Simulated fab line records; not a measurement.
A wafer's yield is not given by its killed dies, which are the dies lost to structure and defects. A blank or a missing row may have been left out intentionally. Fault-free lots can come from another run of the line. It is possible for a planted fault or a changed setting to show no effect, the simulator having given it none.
Shared-tool check | flow berkeley_cmos170 | Sample size 14 lots and 42 wafers

WHY IT WAS OPENED
At UCB170_NVT_TW_MEAS_09 the reading NVT_TW is flagged on 2 of 14 lots. Fault-free wafers read 523, with a standard deviation of 5.
Rule: flag the lot when none of its wafers has a number, or when each of its wafers that has one lies beyond 4 standard deviations from that mean. The rest of the lots are taken to be sound.

lot  | measured     | on            | NVT_TW, wafer by wafer | flag
L302 | day 7 12:27  | film_metro-01 | 530 526 526            |
L305 | day 7 12:40  | film_metro-01 | 527 526 530            |
L304 | day 7 12:54  | film_metro-03 | 521 520 521            |
L303 | day 7 13:09  | film_metro-03 | 522 518 521            |
L306 | day 8 00:57  | film_metro-01 | 526 528 528            |
L307 | day 8 01:14  | film_metro-03 | 516 516 517            |
L308 | day 8 11:14  | film_metro-03 | 515 518 518            |
L309 | day 8 21:47  | film_metro-01 | 526 527 529            |
L310 | day 8 22:07  | film_metro-02 | 523 520 521            |
L311 | day 9 08:01  | film_metro-03 | 514 515 514            |
L316 | day 10 05:20 | film_metro-01 | 555 554 555            | FLAGGED
L319 | day 11 01:48 | film_metro-01 | 554 553 552            | FLAGGED
L322 | day 11 10:12 | film_metro-03 | 515 514 514            |
L323 | day 11 23:06 | film_metro-02 | 526 524 526            |
The numbers of the flagged lots are 554 on average: +31 against the usual, or +6 standard deviations.

LOT BY LOT: THE TOOL USED
The record holds 3 process steps before the reading, out of a route of 331 steps. In each cell: the tool, then ch and the chambers that the sampled wafers went through, then the start.
lot  | flag    | UCB170_PWELL_STRIP_16               | UCB170_ACTIVE_STRIP_16               | UCB170_NVT_IMPLANT_07
L302 |         | plasma_asher-01 ch 0,1, day 4 02:14 | plasma_asher-02 ch 0,1, day 5 12:30  | implanter-01 ch 0, day 7 12:12
L305 |         | plasma_asher-03 ch 0,1, day 4 08:32 | plasma_asher-04 ch 0,1, day 5 19:56  | implanter-03 ch 0, day 7 12:25
L304 |         | plasma_asher-02 ch 0,1, day 4 08:49 | plasma_asher-02 ch 0,1, day 5 20:10  | implanter-04 ch 0, day 7 12:39
L303 |         | plasma_asher-02 ch 0,1, day 4 02:00 | plasma_asher-01 ch 0,1, day 5 12:14  | implanter-01 ch 0, day 7 12:54
L306 |         | plasma_asher-02 ch 0,1, day 4 19:19 | plasma_asher-02 ch 0,1, day 6 04:16  | implanter-03 ch 0, day 8 00:43
L307 |         | plasma_asher-01 ch 0,1, day 4 19:35 | plasma_asher-01 ch 0,1, day 6 04:30  | implanter-04 ch 0, day 8 00:59
L308 |         | plasma_asher-03 ch 0,1, day 5 02:19 | plasma_asher-02 ch 0,1, day 6 13:54  | implanter-03 ch 0, day 8 10:59
L309 |         | plasma_asher-01 ch 1, day 5 09:37   | plasma_asher-01 ch 0,1, day 7 03:41  | implanter-04 ch 0, day 8 21:32
L310 |         | plasma_asher-03 ch 0,1, day 5 09:23 | plasma_asher-02 ch 0,1, day 7 03:39  | implanter-03 ch 0, day 8 21:53
L311 |         | plasma_asher-03 ch 0,1, day 5 18:05 | plasma_asher-04 ch 0,1, day 7 15:24  | implanter-04 ch 0, day 9 07:46
L316 | FLAGGED | plasma_asher-01 ch 0,1, day 7 01:39 | plasma_asher-01 ch 0,1, day 8 15:22  | implanter-04 ch 0, day 10 05:05
L319 | FLAGGED | plasma_asher-03 ch 0,1, day 7 17:29 | plasma_asher-04 ch 0,1, day 9 09:18  | implanter-04 ch 0, day 11 01:33
L322 |         | plasma_asher-01 ch 0,1, day 8 10:24 | plasma_asher-04 ch 0,1, day 9 20:20  | implanter-03 ch 0, day 11 09:59
L323 |         | plasma_asher-01 ch 1, day 8 22:34   | plasma_asher-04 ch 0,1, day 10 08:22 | implanter-01 ch 0, day 11 22:52
What these steps do:
- UCB170_PWELL_STRIP_16: strips in O2.
- UCB170_ACTIVE_STRIP_16: strips in O2.
- UCB170_NVT_IMPLANT_07
- UCB170_NVT_TW_MEAS_09

FLAGGED AGAINST TOTAL, ONE TOOL AT A TIME (gauges that did the reading follow at the end)
step                   | tool            | lots run | flagged | share of the flagged lots | sound lots run after its first flagged lot
UCB170_PWELL_STRIP_16  | plasma_asher-01 | 6        | 1       | some                      | 2 (L322,L323)
UCB170_PWELL_STRIP_16  | plasma_asher-02 | 3        | 0       | none                      | -
UCB170_PWELL_STRIP_16  | plasma_asher-03 | 5        | 1       | some                      | 0
UCB170_ACTIVE_STRIP_16 | plasma_asher-01 | 4        | 1       | some                      | 0
UCB170_ACTIVE_STRIP_16 | plasma_asher-02 | 5        | 0       | none                      | -
UCB170_ACTIVE_STRIP_16 | plasma_asher-04 | 5        | 1       | some                      | 2 (L322,L323)
UCB170_NVT_IMPLANT_07  | implanter-01    | 3        | 0       | none                      | -
UCB170_NVT_IMPLANT_07  | implanter-03    | 5        | 0       | none                      | -
UCB170_NVT_IMPLANT_07  | implanter-04    | 6        | 2       | all                       | 0
UCB170_NVT_TW_MEAS_09  | film_metro-01   | 6        | 2       | all                       | 0
UCB170_NVT_TW_MEAS_09  | film_metro-02   | 2        | 0       | none                      | -
UCB170_NVT_TW_MEAS_09  | film_metro-03   | 6        | 0       | none                      | -

WHAT IS ALLOWED BY THE TABLE
implanter-04 at UCB170_NVT_IMPLANT_07 and film_metro-01 at UCB170_NVT_TW_MEAS_09 are the 2 rows of the table that ran each flagged lot.
- implanter-04 at UCB170_NVT_IMPLANT_07 ran 6 lots, 2 of them flagged. A fault beginning between L311 (day 9 07:46), its last sound lot, and L316 (day 10 05:05), its first flagged one, fits the data. Its own readings lie more than 4 standard deviations out on every wafer of the flagged lots: beam_energy_keV.
- film_metro-01 at UCB170_NVT_TW_MEAS_09 ran 6 lots, 2 of them flagged. A fault beginning between L309 (day 8 21:47), its last sound lot, and L316 (day 10 05:20), its first flagged one, fits the data.
Counting lots can't tell these 2 tools apart, because each fits a fault that began at some hour. More lots, or a look at what each step does to the wafer, might.

WHAT THE SIMULATOR HAD INSERTED
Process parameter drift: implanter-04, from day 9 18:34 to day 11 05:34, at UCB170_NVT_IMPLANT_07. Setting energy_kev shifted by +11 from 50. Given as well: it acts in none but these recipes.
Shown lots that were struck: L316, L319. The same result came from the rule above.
